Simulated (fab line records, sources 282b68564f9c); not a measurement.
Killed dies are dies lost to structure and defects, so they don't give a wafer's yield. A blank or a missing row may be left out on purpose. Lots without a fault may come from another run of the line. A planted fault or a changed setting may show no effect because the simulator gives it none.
A struck lot beside a sound one | flow rit_cmos | 27 steps out of a route of 202
Sound: wafers L207.3, L207.5, L207.6. Struck: wafers L210.2, L210.3, L210.5. The cause comes at the end.
At each step with rows: each side's tool, then ch and its chambers, then its first start. Under that, the readings that differ: sound wafers | struck wafers | difference of the means | sigmas: that difference in standard deviations of wafers without a fault.
alike: readings whose means differ by less than 2 such deviations, and words and numbers that are the same on both sides. not compared: withheld readings, readings that some wafer has no value for, bounds like >300 that may hide the same value, and numbers for which the record gives no deviation and whose values overlap.
The two part at a step that has a row with sigmas, a row that says differs or no value, or rows on one side only. Numbers that don't overlap but have no deviation are shown without sigmas and don't part them. A reading that every wafer of one side lacks parts them only if that side has two wafers or more.

RIT_ACTIVE_BOW_MEAS_00:
  sound on film_metro-04, day 1 10:02; struck on film_metro-02, day 2 01:01
  alike: INCOMING_BOW
then, 1 step without rows for these wafers: RIT_ACTIVE_OXIDATION_01 (target thk 46.8 nm, ox time 3360 s).
RIT_ACTIVE_THK_MEAS_02:
  sound on film_metro-01, day 1 12:04; struck on film_metro-02, day 2 03:04
  alike: ACTIVE_OXIDE_THK
RIT_ACTIVE_CVD_03: deposits Si3N4 from SiH2Cl2/NH3, target thk 150 nm, time 1500 s.
  sound on lpcvd-01 ch 1, day 1 12:07; struck on lpcvd-02 ch 1, day 2 03:07
  reading                                  | sound           | struck          | difference | sigmas
  model.Si3N4_of_ACTIVE_CVD_03.thk_nm (nm) | 150.3 149 149.9 | 185.5 188 186.5 | +36.9      |
RIT_ACTIVE_THK_MEAS_04:
  sound on film_metro-02, day 1 13:33; struck on film_metro-01, day 2 04:32
  reading                 | sound             | struck            | difference | sigmas
  ACTIVE_NITRIDE_THK (nm) | 150.4 149.0 150.0 | 185.5 188.0 186.4 | +36.8      | +26
then, 6 steps without rows for these wafers: RIT_ACTIVE_HMDS_05 (prime time 60 s); RIT_ACTIVE_COAT_06 (resist thk 1000 nm); RIT_ACTIVE_SOFTBAKE_07 (time 60 s); RIT_ACTIVE_EXPOSE_08 (exposes mask M1, target cd 1400 nm); RIT_ACTIVE_PEB_09; RIT_ACTIVE_DEVELOP_10 (develop time 50 s).
RIT_ACTIVE_CD_MEAS_11: target cd 1400 nm.
  sound on cd_sem-01, day 1 14:29; struck on cd_sem-01, day 2 05:28
  alike: cd_nm
then, 1 step without rows for these wafers: RIT_ACTIVE_HARDBAKE_12 (time 60 s).
RIT_ACTIVE_ETCH_13: etches Si3N4 in SF6, stops on SiO2, time 210 s, target depth 210 nm.
  sound on rie_diel-02 ch 1,2,3, day 1 14:43; struck on rie_diel-02 ch 0,3, day 2 05:43
  reading                            | sound             | struck            | difference | sigmas
  oes_product_au (a.u.)              | 0.827 0.806 0.841 | 0.956 0.917 0.966 | +0.122     | +8
  model.etch.depth_nm (nm)           | 150.3 149 149.9   | 185.5 188 186.5   | +36.9      |
  model.ACTIVE.feature_depth_nm (nm) | 151.2 149.1 151.1 | 186.6 188 187.7   | +37.0      |
  alike: chamber_pressure_mTorr, drypump_motor_current_A, throttle_valve_pct
  not compared: rf_hours_counter_h
RIT_ACTIVE_STRIP_14: strips in O2, time 180 s.
  sound on plasma_asher-02 ch 0,1, day 1 14:54; struck on plasma_asher-04 ch 1, day 2 05:50
  reading                     | sound       | struck      | difference | sigmas
  drypump_motor_current_A (A) | 5.8 5.8 5.6 | 6.5 6.5 6.5 | +0.8       | +2
  alike: chamber_pressure_mTorr, o2_flow_sccm
  not compared: rf_hours_counter_h
RIT_ACTIVE_CD_MEAS_90: target cd 1400 nm.
  sound on cd_sem-01, day 1 15:04; struck on cd_sem-02, day 2 06:02
  alike: cd_nm
then, 4 steps without rows for these wafers: RIT_ACTIVE_CLEAN_15 (cleans in SC1, time 600 s); RIT_ACTIVE_CLEAN_16 (cleans in dHF, time 30 s); RIT_ACTIVE_CLEAN_17 (cleans in SC2, time 600 s); RIT_FOX1_OXIDATION_00 (target thk 350.7 nm, ox time 1130 s).
RIT_FOX1_THK_MEAS_01:
  sound on film_metro-02, day 1 17:36; struck on film_metro-02, day 2 10:27
  alike: FOX1_OXIDE_THK
then, 2 steps without rows for these wafers: RIT_FOX1_WET_ETCH_02 (etches SiO2 in BOE, target depth 350 nm, time 390 s); RIT_FOX2_OXIDATION_00 (target thk 350.7 nm, ox time 1130 s).
RIT_FOX2_THK_MEAS_01:
  sound on film_metro-04, day 1 19:05; struck on film_metro-02, day 2 12:17
  alike: FOX2_OXIDE_THK
RIT_FOX2_CLEAN_02: cleans in dHF, time 180 s.
  sound on wet_bench-02 ch 2, day 1 19:08; struck on wet_bench-01 ch 2, day 2 12:20
  reading                                  | sound             | struck            | difference | sigmas
  model.Si3N4_of_ACTIVE_CVD_03.thk_nm (nm) | 131.1 129.7 130.6 | 166.3 168.8 167.3 | +37.0      |
then, 1 step without rows for these wafers: RIT_FOX2_WET_ETCH_03 (etches Si3N4 in H3PO4, target depth 195 nm, time 2700 s).
RIT_M1_PROBE_99:
  the record has rows for the sound wafers here (prober-01, day 3 12:17) and none for the struck ones

WHERE THEY PART
First at RIT_ACTIVE_THK_MEAS_04; last, within this record, at RIT_M1_PROBE_99.

WHY: what the simulator had put in
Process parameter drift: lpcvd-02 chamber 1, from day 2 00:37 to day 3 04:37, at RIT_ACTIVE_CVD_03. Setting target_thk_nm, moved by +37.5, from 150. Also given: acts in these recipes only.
